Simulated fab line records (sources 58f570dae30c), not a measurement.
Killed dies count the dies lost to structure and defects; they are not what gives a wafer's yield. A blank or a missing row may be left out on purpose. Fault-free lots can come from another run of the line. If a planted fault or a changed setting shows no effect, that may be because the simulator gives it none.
The tool behind it: which one? / flow berkeley-cmos170 / Sampling: 14 lots, 42 wafers, 5 of 331 route steps

## WHAT THE GAUGES READ, wafer by wafer
UCB170_NLDD_OVL_MEAS_07. Usual: NLDD_OVL typically reads 1 nm, with standard deviation 4.9.
lot=L443; measured=day 6 01:51; on=overlay-02; NLDD_OVL (nm)=-11 2 4; flag=
lot=L446; measured=day 6 20:48; on=overlay-02; NLDD_OVL (nm)=-2 3 -3; flag=
lot=L448; measured=day 7 03:12; on=overlay-02; NLDD_OVL (nm)=4 -3 1; flag=
lot=L447; measured=day 7 03:19; on=overlay-02; NLDD_OVL (nm)=0 15 10; flag=
lot=L445; measured=day 7 03:26; on=overlay-01; NLDD_OVL (nm)=5 4 4; flag=
lot=L452; measured=day 8 04:19; on=overlay-01; NLDD_OVL (nm)=13 -1 13; flag=
lot=L451; measured=day 8 04:43; on=overlay-02; NLDD_OVL (nm)=4 1 2; flag=
lot=L454; measured=day 8 07:34; on=overlay-01; NLDD_OVL (nm)=2 3 1; flag=
lot=L458; measured=day 9 02:31; on=overlay-02; NLDD_OVL (nm)=3 1 5; flag=
lot=L459; measured=day 9 06:28; on=overlay-01; NLDD_OVL (nm)=-5 -4 -14; flag=
lot=L455; measured=day 9 07:13; on=overlay-02; NLDD_OVL (nm)=-1 -4 0; flag=
lot=L464; measured=day 10 20:25; on=overlay-01; NLDD_OVL (nm)=-5 8 -1; flag=
lot=L463; measured=day 10 20:37; on=overlay-02; NLDD_OVL (nm)=3 5 0; flag=
lot=L465; measured=day 10 21:18; on=overlay-02; NLDD_OVL (nm)=-2 -1 -7; flag=

UCB170_PSD_OVL_MEAS_07. Usual: PSD_OVL typically reads 1 nm, with standard deviation 5.2.
lot=L443; measured=day 6 08:05; on=overlay-01; PSD_OVL (nm)=2 -1 -2; flag=
lot=L446; measured=day 7 02:32; on=overlay-01; PSD_OVL (nm)=-8 -3 -2; flag=
lot=L448; measured=day 7 08:58; on=overlay-01; PSD_OVL (nm)=3 4 4; flag=
lot=L447; measured=day 7 08:41; on=overlay-02; PSD_OVL (nm)=2 1 -3; flag=
lot=L445; measured=day 7 08:25; on=overlay-02; PSD_OVL (nm)=9 12 11; flag=
lot=L452; measured=day 8 11:19; on=overlay-01; PSD_OVL (nm)=-7 0 -3; flag=
lot=L451; measured=day 8 11:20; on=overlay-02; PSD_OVL (nm)=13 12 14; flag=
lot=L454; measured=day 8 12:02; on=overlay-02; PSD_OVL (nm)=-1 -4 -5; flag=
lot=L458; measured=day 9 08:34; on=overlay-01; PSD_OVL (nm)=-3 1 0; flag=
lot=L459; measured=day 9 13:49; on=overlay-02; PSD_OVL (nm)=-3 -2 5; flag=
lot=L455; measured=day 9 13:57; on=overlay-01; PSD_OVL (nm)=-1 3 -4; flag=
lot=L464; measured=day 11 03:54; on=overlay-02; PSD_OVL (nm)=0 -3 1; flag=
lot=L463; measured=day 11 04:09; on=overlay-01; PSD_OVL (nm)=0 7 -2; flag=
lot=L465; measured=day 11 04:15; on=overlay-02; PSD_OVL (nm)=10 -3 4; flag=

UCB170_M1_CD_MEAS_09 targets a cd of 700 nm. Usual: cd-nm 699.7 nm, standard deviation 1.2.
lot=L443; measured=day 6 18:45; on=cd-sem-02; cd-nm (nm)=698.6 699.0 698.9; flag=
lot=L446; measured=day 7 15:34; on=cd-sem-01; cd-nm (nm)=699.8 700.0 701.4; flag=
lot=L448; measured=day 7 20:07; on=cd-sem-01; cd-nm (nm)=698.0 698.0 699.3; flag=
lot=L447; measured=day 7 19:50; on=cd-sem-02; cd-nm (nm)=698.9 700.5 701.1; flag=
lot=L445; measured=day 7 18:01; on=cd-sem-02; cd-nm (nm)=700.5 699.5 700.0; flag=
lot=L452; measured=day 9 00:06; on=cd-sem-02; cd-nm (nm)=698.9 700.4 700.4; flag=
lot=L451; measured=day 9 00:20; on=cd-sem-02; cd-nm (nm)=702.6 701.4 701.3; flag=
lot=L454; measured=day 9 01:04; on=cd-sem-02; cd-nm (nm)=700.1 700.3 699.3; flag=
lot=L458; measured=day 9 23:13; on=cd-sem-02; cd-nm (nm)=701.0 699.9 698.6; flag=
lot=L459; measured=day 10 00:16; on=cd-sem-02; cd-nm (nm)=699.5 699.7 699.4; flag=
lot=L455; measured=day 10 01:10; on=cd-sem-02; cd-nm (nm)=699.7 700.9 699.1; flag=
lot=L464; measured=day 11 16:20; on=cd-sem-02; cd-nm (nm)=691.7 692.1 690.9; flag=OFF
lot=L463; measured=day 11 18:44; on=cd-sem-02; cd-nm (nm)=691.4 691.6 691.7; flag=OFF
lot=L465; measured=day 11 17:43; on=cd-sem-02; cd-nm (nm)=701.7 700.4 701.4; flag=

## TOOL THAT RAN EACH LOT (tool first, then ch and the chambers of the sampled wafers, then the start)
lot=L443; UCB170_CONTACT_STRIP_06=plasma-asher-04 ch 0,1, day 6 15:19; UCB170_M1_PEB_07=litho-track-03 ch 0, day 6 18:28
lot=L446; UCB170_CONTACT_STRIP_06=plasma-asher-03 ch 0,1, day 7 12:26; UCB170_M1_PEB_07=litho-track-02 ch 0, day 7 15:17
lot=L448; UCB170_CONTACT_STRIP_06=plasma-asher-03 ch 0,1, day 7 16:38; UCB170_M1_PEB_07=litho-track-02 ch 0, day 7 19:51
lot=L447; UCB170_CONTACT_STRIP_06=plasma-asher-02 ch 0,1, day 7 16:36; UCB170_M1_PEB_07=litho-track-04 ch 0, day 7 19:34
lot=L445; UCB170_CONTACT_STRIP_06=plasma-asher-02 ch 0,1, day 7 14:49; UCB170_M1_PEB_07=litho-track-03 ch 0, day 7 17:45
lot=L452; UCB170_CONTACT_STRIP_06=plasma-asher-03 ch 0,1, day 8 18:01; UCB170_M1_PEB_07=litho-track-04 ch 0, day 8 23:50
lot=L451; UCB170_CONTACT_STRIP_06=plasma-asher-02 ch 0,1, day 8 19:18; UCB170_M1_PEB_07=litho-track-04 ch 0, day 9 00:04
lot=L454; UCB170_CONTACT_STRIP_06=plasma-asher-04 ch 0,1, day 8 19:18; UCB170_M1_PEB_07=litho-track-04 ch 0, day 9 00:47
lot=L458; UCB170_CONTACT_STRIP_06=plasma-asher-02 ch 0,1, day 9 19:22; UCB170_M1_PEB_07=litho-track-03 ch 0, day 9 22:43
lot=L459; UCB170_CONTACT_STRIP_06=plasma-asher-03 ch 0,1, day 9 20:38; UCB170_M1_PEB_07=litho-track-04 ch 0, day 9 23:59
lot=L455; UCB170_CONTACT_STRIP_06=plasma-asher-03 ch 0,1, day 9 21:11; UCB170_M1_PEB_07=litho-track-02 ch 0, day 10 00:52
lot=L464; UCB170_CONTACT_STRIP_06=plasma-asher-04 ch 0,1, day 11 12:57; UCB170_M1_PEB_07=litho-track-03 ch 0, day 11 16:05
lot=L463; UCB170_CONTACT_STRIP_06=plasma-asher-04 ch 0,1, day 11 15:02; UCB170_M1_PEB_07=litho-track-03 ch 0, day 11 18:28
lot=L465; UCB170_CONTACT_STRIP_06=plasma-asher-02 ch 0,1, day 11 14:01; UCB170_M1_PEB_07=litho-track-04 ch 0, day 11 17:26
- UCB170_CONTACT_STRIP_06: strips in O2.
- UCB170_M1_PEB_07

## AS READ BY THE TOOLS THEMSELVES (means over the sampled wafers that have a number; for cases with no such wafer, the mark the record gives instead)
UCB170_CONTACT_STRIP_06. Usual: drypump-motor-current-A 5.9 A, standard deviation 0.53; oes-product-au 0.735 a.u., standard deviation 0.0042; strip-time-to-endpoint-s 21.95 s, standard deviation 0.071.
lot=L443; tool=plasma-asher-04; drypump-motor-current-A (A)=5.3; oes-product-au (a.u.)=0.734; strip-time-to-endpoint-s (s)=21.98; flag=
lot=L446; tool=plasma-asher-03; drypump-motor-current-A (A)=5.7; oes-product-au (a.u.)=0.734; strip-time-to-endpoint-s (s)=22.05; flag=
lot=L448; tool=plasma-asher-03; drypump-motor-current-A (A)=5.6; oes-product-au (a.u.)=0.738; strip-time-to-endpoint-s (s)=21.97; flag=
lot=L447; tool=plasma-asher-02; drypump-motor-current-A (A)=6.6; oes-product-au (a.u.)=0.736; strip-time-to-endpoint-s (s)=21.89; flag=
lot=L445; tool=plasma-asher-02; drypump-motor-current-A (A)=6.5; oes-product-au (a.u.)=0.736; strip-time-to-endpoint-s (s)=22.02; flag=
lot=L452; tool=plasma-asher-03; drypump-motor-current-A (A)=5.7; oes-product-au (a.u.)=0.733; strip-time-to-endpoint-s (s)=22.00; flag=
lot=L451; tool=plasma-asher-02; drypump-motor-current-A (A)=6.5; oes-product-au (a.u.)=0.736; strip-time-to-endpoint-s (s)=21.93; flag=
lot=L454; tool=plasma-asher-04; drypump-motor-current-A (A)=5.4; oes-product-au (a.u.)=0.735; strip-time-to-endpoint-s (s)=21.89; flag=
lot=L458; tool=plasma-asher-02; drypump-motor-current-A (A)=6.6; oes-product-au (a.u.)=0.736; strip-time-to-endpoint-s (s)=21.99; flag=
lot=L459; tool=plasma-asher-03; drypump-motor-current-A (A)=5.5; oes-product-au (a.u.)=0.737; strip-time-to-endpoint-s (s)=21.89; flag=
lot=L455; tool=plasma-asher-03; drypump-motor-current-A (A)=5.5; oes-product-au (a.u.)=0.733; strip-time-to-endpoint-s (s)=21.88; flag=
lot=L464; tool=plasma-asher-04; drypump-motor-current-A (A)=5.2; oes-product-au (a.u.)=0.739; strip-time-to-endpoint-s (s)=21.95; flag=
lot=L463; tool=plasma-asher-04; drypump-motor-current-A (A)=5.2; oes-product-au (a.u.)=0.734; strip-time-to-endpoint-s (s)=21.94; flag=
lot=L465; tool=plasma-asher-02; drypump-motor-current-A (A)=6.6; oes-product-au (a.u.)=0.737; strip-time-to-endpoint-s (s)=21.86; flag=

## THE ANSWER, worked out from the rows above alone
Rule: lot off if the mean of its wafers having a number is beyond 3 standard deviations from the usual mean. Also off: a lot with no number at a reading for which 4 or more lots have one. Where the step has rows for the other lots, those lots are counted as sound. After the gauges, taken in route order, come the tools' own readings; for these a lot's mean is taken, as printed above. At the first step where some lot is off, the reading lying furthest off is the one used; lots without a number count as furthest.
Off, at UCB170_M1_CD_MEAS_09 on cd-nm: L464, L463.
A tool fits if, at a process step before that reading, it ran every lot that is off, and no sound lot after the first of them. Gauges at UCB170_M1_CD_MEAS_09: tried the same way as those tools. 2 tools fit, plasma-asher-04 at UCB170_CONTACT_STRIP_06 and litho-track-03 at UCB170_M1_PEB_07, so this cannot tell which one it is.

## WHAT HAD BEEN PUT IN BY THE SIMULATOR
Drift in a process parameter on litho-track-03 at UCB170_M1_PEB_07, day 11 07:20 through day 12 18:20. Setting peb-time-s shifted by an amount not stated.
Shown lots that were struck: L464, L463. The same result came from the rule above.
